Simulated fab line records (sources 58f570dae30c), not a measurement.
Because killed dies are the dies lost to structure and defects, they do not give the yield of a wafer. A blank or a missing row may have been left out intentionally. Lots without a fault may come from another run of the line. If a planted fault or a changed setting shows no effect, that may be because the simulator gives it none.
One fault through the eyes of 2 desks + flow berkeley-cmos170 + each desk holds nothing but its own numbers, with what lay behind them at the end

## FROM THE METROLOGY DESK
Means of the sampled wafers that have a number, per lot and without regard to the tool the lot ran on: this is what the gauges read. Marked OUT: a lot whose mean sits more than 4 standard deviations from the usual mean, which makes it out of limits; the brackets give that distance.
Columns: A = ACTIVE_OVL at UCB170_ACTIVE_OVL_MEAS_14, usual -3 nm; B = FIELD_OXIDE_THK at UCB170_FIELD_THK_MEAS_02, usual 560 nm; C = NLDD_TW at UCB170_NLDD_TW_MEAS_11, usual 2219; D = NLDD_RS at UCB170_SDANNEAL_RS_MEAS_05, usual 615.3 ohm/sq
| lot  | first seen here | A   | B   | C              | D               |
|------|-----------------|-----|-----|----------------|-----------------|
| L764 | day 4 16:28     | -12 | 570 | 2237           | 615.2           |
| L765 | day 4 16:43     | -1  | 553 | 2206           | 615.0           |
| L766 | day 4 23:44     | -4  | 541 | 2201           | 615.0           |
| L768 | day 4 23:59     | -10 | 551 | 2238           | 616.4           |
| L767 | day 5 00:06     | -1  | 552 | 2244           | 615.2           |
| L769 | day 5 07:23     | -2  | 542 | 2251           | 613.6           |
| L776 | day 6 21:01     | -2  | 565 | 2388 (+11) OUT | 496.8 (-99) OUT |
| L779 | day 7 03:36     | 4   | 573 | 2402 (+11) OUT | 497.0 (-99) OUT |
| L781 | day 7 16:19     | -5  | 552 | 2212           | 615.4           |
| L783 | day 8 03:55     | -5  | 585 | 2232           | 617.0           |
| L784 | day 9 01:12     | -8  | 558 | 2238           | 615.8           |
| L787 | day 9 02:23     | -4  | 534 | 2202           | 614.0           |
Finding of this desk: L776, L779 out of limits, first seen on L776 at day 9 08:45 (NLDD_TW at UCB170_NLDD_TW_MEAS_11). L764, L765, L766, L768, L767, L769, L781, L783, L784, L787: within limits.

## AT THE TOOL OWNER'S DESK: implanter-03
For each lot that ran on this tool, the mean over its sampled wafers that have a number, from the tool's own readings at UCB170_NLDD_IMPLANT_09. Marked OUT: a lot whose mean sits more than 4 standard deviations from the usual mean, which makes it out of limits; the brackets give that distance.
Columns: A = dose-ions-cm2 at UCB170_NLDD_IMPLANT_09, usual 5e+13; B = faraday-current-uA at UCB170_NLDD_IMPLANT_09, usual 159; C = tilt-deg at UCB170_NLDD_IMPLANT_09, usual 6.997 degrees
| lot  | first seen here | A                       | B             | C     |
|------|-----------------|-------------------------|---------------|-------|
| L765 | day 6 19:01     | 5e+13                   | 158           | 7.023 |
| L766 | day 7 02:50     | 5e+13                   | 162           | 6.961 |
| L769 | day 7 05:34     | 5e+13                   | 160           | 6.993 |
| L776 | day 9 08:30     | 9e+13 (+99 or more) OUT | 276 (+38) OUT | 7.017 |
| L779 | day 9 09:01     | 9e+13 (+99 or more) OUT | 275 (+37) OUT | 6.991 |
Finding of this desk: L776, L779 out of limits; the first was L776 at day 9 08:30, on dose-ions-cm2 at UCB170_NLDD_IMPLANT_09. L765, L766, L769: within limits.

## BROUGHT TOGETHER
On L776, L779, at day 9 08:30, an alarm was possible from the tool owner's desk.
L776, L779 would have let the metrology desk raise an alarm at day 9 08:45.
Of the lots named, all ran UCB170_NLDD_IMPLANT_09 on implanter-03.

## WHAT HAD BEEN PUT IN BY THE SIMULATOR
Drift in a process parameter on implanter-03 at UCB170_NLDD_IMPLANT_09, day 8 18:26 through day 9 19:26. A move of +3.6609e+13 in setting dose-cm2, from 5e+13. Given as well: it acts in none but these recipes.
Struck lots among those shown: L776, L779.
Fault start to first reading out of limits, in hours, per desk: tool owner, 14; metrology, 14.
